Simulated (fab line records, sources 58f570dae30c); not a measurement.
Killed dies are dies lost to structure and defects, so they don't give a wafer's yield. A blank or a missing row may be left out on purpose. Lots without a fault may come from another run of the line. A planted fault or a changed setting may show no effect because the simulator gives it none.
fab line records | flow berkeley_cmos170
record lots=14 wafers=42 last_day=11
route steps=331 shown SPACER@174 M1@250
lots that met no fault: from a run of the same line without faults
start_h: hours from the record's first day to the start of the lot's first wafer shown | wait_h: hours since the lot's step before | " the same as in the row above | L1.1+2: a row that stands for several wafers | - no value, or no start given | * or withheld: withheld | < > ~ a bound
route shown NAME@n: a module of which the file shows steps, and the number in the route of the first | usual: mean/standard deviation of fault-free wafers | same: alike in all rows | chamber/n: place in a boat | sites: the reading at each site | _std_site: their standard deviation | _edge_site: outer sites' mean less inner sites' | radius_mm: how far each site lies from the wafer's centre | mask NAME#n: copy n | behind: the tool/chamber that last shaped the wafer | hold: why the lot was held/for how many hours/how that ended | device: the transistor (n, p or np) that didn't switch | end of line: the same wafers' tests at the end of the route | a step without rows: its recipe alone | killed: dies lost to structure and defects at the first sort, not the wafer's yield | map: a wafer's dies, x killed, . not, _ none there
set.NAME: the setting as run; set.NAME@STEP: as run at that earlier step | model.NAME: the simulator's own value behind a step, which no gauge read
steps of the route over a sample of lots; a table a step, a row a wafer
services: from which hour (start_h, from the record's first day; less than 0 if before it) a tool's chamber was out of use, for how many hours, and why
## steps
# step UCB170_SPACER_ETCHBACK_03
# recipe stop_on=Si target=SiO2 chemistry=CHF3/CF4/Ar CHF3_flow_sccm=50 cf4_flow_sccm=10 Ar_flow_sccm=120 pressure_mtorr=200 rf_w=500 target_depth_a=3760 time_s=103.9
# usual drypump_motor_current_A=5.9/0.55 oes_product_au=0.894/0.016 throttle_valve_pct=6.50/0.055
# columns lot.wafer tool chamber start_h wait_h drypump_motor_current_A oes_product_au rf_hours_counter_h throttle_valve_pct
L696.1 rie_diel-01 0 127.72 0.0 6.0 0.866 1 6.47
L696.4 " 2 " " 6.8 0.911 16 6.56
L696.6 " 0 " " 6.0 0.886 - 6.49
L697.1 rie_diel-03 3 145.48 0.0 6.2 0.909 29 6.46
L697.2 " 0 " " 6.4 0.865 121 6.52
L697.4 " 1 " " 6.0 0.899 8 6.49
L698.1 rie_diel-02 0 155.18 0.0 5.4 0.880 107 6.44
L698.3 " 1 " " 5.0 0.908 5 6.55
L698.5 " 0 " " 5.4 0.873 - 6.44
L699.1 rie_diel-01 2 155.18 0.0 6.7 0.890 17 6.57
L699.5 " 0 " " 6.0 0.894 - 6.49
L699.6 " 3 " " 5.7 0.913 - 6.52
L700.1 rie_diel-03 0 155.18 0.0 6.4 0.868 121 6.53
L700.3 " 2 " " 6.6 0.865 58 6.45
L700.6 " 1 " " 6.0 0.892 - 6.49
L701.1 rie_diel-02 2 176.63 0.0 4.8 0.870 22 6.47
L701.3 " 3 " " 5.6 0.911 153 6.42
L701.5 " 3 " " 5.6 0.904 - 6.42
L702.2 rie_diel-03 1 176.63 0.0 6.0 0.899 9 6.51
L702.3 " 0 " " 6.4 0.873 122 6.53
L702.5 " 2 " " 6.6 0.908 - 6.46
L703.2 rie_diel-03 0 183.79 0.0 6.5 0.882 122 6.50
L703.5 " 2 " " 6.6 0.912 - 6.46
L703.6 " 1 " " 5.9 0.906 - 6.49
L704.4 rie_diel-02 2 183.79 0.0 4.7 0.886 23 6.46
L704.5 " 1 " " 5.0 0.904 - 6.55
L704.6 " 0 " " 5.4 0.868 - 6.43
L705.4 rie_diel-01 3 183.79 0.0 5.7 0.926 34 6.51
L705.5 " 3 " " 5.7 0.919 - 6.52
L705.6 " 0 " " 6.1 0.897 - 6.51
L707.1 rie_diel-03 2 200.53 0.0 6.6 0.892 60 6.45
L707.2 " 3 " " 6.1 0.893 31 6.45
L707.4 " 0 " " 6.4 0.874 123 6.51
L714.1 rie_diel-01 3 226.34 0.0 5.6 0.897 36 6.53
L714.3 " 2 " " 6.8 0.883 20 6.55
L714.5 " 3 " " 5.7 0.910 - 6.52
L715.1 rie_diel-01 3 233.64 0.0 5.7 0.920 37 6.51
L715.3 " 1 " " 5.6 0.912 94 6.67
L715.5 " 3 " " 5.7 0.905 - 6.50
L718.3 rie_diel-02 3 240.19 0.0 5.6 0.864 2 6.43
L718.4 " 0 " " 5.4 0.873 111 6.45
L718.6 " 1 " " 5.0 0.905 - 6.53
# step UCB170_M1_METAL_ETCH_12
# recipe chemistry=Cl2/BCl3 target=Al stop_on=PSG pressure_mtorr=12 target_depth_a=7800 over_etch_frac=0.3 time_s=130 icp_w=600 bias_w=120 Cl2_flow_sccm=90 bcl3_flow_sccm=45
# usual drypump_motor_current_A=5.5/0.46 he_backside_leak_sccm=3.24/0.21 oes_product_au=0.854/0.012 throttle_valve_pct=24.43/0.25
# same over_etch_frac=0.3
# columns lot.wafer tool chamber start_h wait_h drypump_motor_current_A he_backside_leak_sccm oes_product_au rf_hours_counter_h throttle_valve_pct
L696.1 rie_metal-04 1 142.87 - 5.4 3.22 0.848 9 24.61
L696.4 " 1 " " 5.4 2.83 0.861 - 24.60
L696.6 " 1 " " 5.4 3.07 0.847 - 24.59
L697.1 rie_metal-03 0 162.13 - 5.0 2.87 0.861 1 24.44
L697.2 " 1 " " 5.5 3.55 0.843 7 24.47
L697.4 " 1 " " 5.5 3.75 0.847 - 24.48
L698.1 rie_metal-02 1 169.01 - 6.0 3.10 0.869 12 24.52
L698.3 " 0 " " 6.3 3.22 0.839 - 24.80
L698.5 " 1 " " 6.0 3.03 0.864 - 24.50
L699.1 rie_metal-04 0 170.78 - 5.1 3.45 0.856 18 24.07
L699.5 " 1 " " 5.4 2.98 0.849 - 24.59
L699.6 " 0 " " 5.1 3.50 0.850 - 24.05
L700.1 rie_metal-03 0 171.36 - 5.0 2.88 0.869 1 24.45
L700.3 " 0 " " 4.9 2.72 0.880 - 24.45
L700.6 " 0 " " 5.0 3.21 0.872 - 24.44
L702.2 rie_metal-03 0 188.62 - 4.9 2.92 0.870 - 24.44
L702.3 " 0 " " 5.0 2.92 0.872 - 24.45
L702.5 " 0 " " 5.0 3.15 0.863 - 24.45
L701.1 rie_metal-04 0 189.36 - 5.1 3.20 0.849 18 24.05
L701.3 " 0 " " 5.2 3.35 0.866 - 24.05
L701.5 " 0 " " 5.2 3.22 0.855 - 24.06
L703.2 rie_metal-03 1 196.13 - 5.5 3.56 0.855 7 24.49
L703.5 " 0 " " 5.0 3.28 0.858 - 24.46
L703.6 " 1 " " 5.5 3.58 0.839 - 24.50
L704.4 rie_metal-04 0 196.58 - 5.1 3.24 0.845 - 24.04
L704.5 " 0 " " 5.1 3.39 0.853 - 24.07
L704.6 " 0 " " 5.1 3.16 0.850 - 24.06
L705.4 rie_metal-02 1 197.77 - 6.0 3.22 0.862 - 24.52
L705.5 " 1 " " 6.0 3.12 0.854 - 24.52
L705.6 " 0 " " 6.3 3.19 0.839 - 24.79
L707.1 rie_metal-02 1 219.17 - 5.9 3.24 0.881 14 24.50
L707.2 " 1 " " 5.9 3.17 0.863 - 24.52
L707.4 " 1 " " 5.9 3.35 0.867 - 24.52
L714.1 rie_metal-04 1 242.84 - 5.4 3.01 0.769 10 24.64
L714.3 " 1 " " 5.4 3.25 0.776 - 24.62
L714.5 " 1 " " 5.4 3.14 0.780 - 24.63
L715.1 rie_metal-04 1 250.22 - 5.4 2.95 0.761 10 24.63
L715.3 " 1 " " 5.4 3.03 0.774 - 24.63
L715.5 " 1 " " 5.4 2.99 0.773 - 24.62
L718.3 rie_metal-02 1 256.10 - 6.0 3.11 0.866 - 24.52
L718.4 " 0 " " 6.3 3.33 0.830 - 24.80
L718.6 " 0 " " 6.3 3.30 0.822 - 24.81
# step UCB170_M1_CD_MEAS_90
# recipe target_cd_nm=700
# usual cd_nm=700.2/3
# columns lot.wafer tool chamber start_h wait_h cd_nm
L696.1 cd_sem-02 - 143.11 0.1 699.7
L696.4 " - " " 703.2
L696.6 " - " " 699.5
L697.1 cd_sem-01 - 162.36 0.1 696.6
L697.2 " - " " 697.4
L697.4 " - " " 699.3
L698.1 cd_sem-01 - 169.33 0.2 705.2
L698.3 " - " " 700.0
L698.5 " - " " 705.5
L699.1 cd_sem-01 - 171.02 0.1 699.2
L699.5 " - " " 697.3
L699.6 " - " " 697.6
L700.1 cd_sem-02 - 171.73 0.1 698.1
L700.3 " - " " 695.4
L700.6 " - " " 693.9
L702.2 cd_sem-02 - 188.96 0.1 694.0
L702.3 " - " " 696.1
L702.5 " - " " 695.6
L701.1 cd_sem-02 - 189.73 0.1 700.7
L701.3 " - " " 701.6
L701.5 " - " " 700.8
L703.2 cd_sem-02 - 196.38 0.1 702.2
L703.5 " - " " 698.4
L703.6 " - " " 700.6
L704.4 cd_sem-01 - 196.87 0.1 702.6
L704.5 " - " " 705.0
L704.6 " - " " 701.8
L705.4 cd_sem-01 - 198.02 0.1 702.0
L705.5 " - " " 701.7
L705.6 " - " " 700.3
L707.1 cd_sem-02 - 219.54 0.1 705.5
L707.2 " - " " 703.2
L707.4 " - " " 703.2
L714.1 cd_sem-01 - 243.21 0.1 710.5
L714.3 " - " " 712.2
L714.5 " - " " 709.2
L715.1 cd_sem-01 - 250.58 0.1 712.1
L715.3 " - " " 714.5
L715.5 " - " " 711.0
L718.3 cd_sem-02 - 256.33 0.1 699.5
L718.4 " - " " 692.8
L718.6 " - " " 696.6
## services
# columns tool chamber start_h hours kind
rie_metal-04 1 113.91 16.0 repair
rie_diel-01 - 123.72 0.3 repair
rie_metal-03 0 128.82 2.9 repair
rie_metal-03 - 149.41 1.3 repair
rie_diel-02 2 170.21 5.9 repair
rie_metal-03 1 170.74 20.7 repair
rie_metal-03 - 182.28 1.4 pm
rie_diel-02 - 184.64 0.7 repair
rie_diel-02 3 186.79 - clean
rie_diel-02 3 186.79 17.7 scheduled_down
rie_diel-02 3 186.79 17.7 vent_cycle
rie_metal-04 1 187.95 49.4 repair
rie_metal-04 - 190.04 2.8 pm
rie_diel-01 - 198.21 0.3 repair
rie_diel-02 - 209.49 2.8 pm
rie_diel-01 2 209.91 3.7 repair
rie_metal-02 0 218.96 17.5 repair
rie_metal-02 - 220.84 0.8 repair
rie_diel-01 - 227.85 0.4 repair
rie_metal-04 0 237.39 - clean
rie_metal-04 0 237.39 22.3 scheduled_down
rie_metal-04 0 237.39 22.3 vent_cycle
rie_metal-04 - 245.09 1.3 repair
rie_diel-03 0 253.56 4.2 repair
## key
first_sign step=UCB170_M1_METAL_ETCH_12 reading=oes_product_au direction=down sigmas=6.6 usual=0.854 struck=0.772
effect step=UCB170_M1_CD_MEAS_90 reading=cd_nm direction=up sigmas=3.8 usual=700.2 struck=711.6
met_at UCB170_M1_METAL_ETCH_12
struck_lots L714,L715
struck_wafers L714.1,L714.3,L714.5,L715.1,L715.3,L715.5
later_rows_left_out L714.1,L714.3,L714.5,L715.1,L715.3,L715.5
sort_left_out L714.1,L714.3,L714.5,L715.1,L715.3,L715.5
not_acting_at UCB170_SPACER_ETCHBACK_03
onset_between 170.78 242.84
fault kind=process_parameter_drift tool=rie_metal-04 chamber=1 onset_h=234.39 steps=UCB170_M1_METAL_ETCH_12 channel=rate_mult offset=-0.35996 shape=step end_h=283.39
# sort_left_out: the simulated sort isn't trusted on such a fault, so these wafers' sort isn't shown, and their yield isn't known
# later_rows_left_out: the simulator's readings of these wafers behind a module that went badly wrong aren't trusted and aren't shown, but for the sort
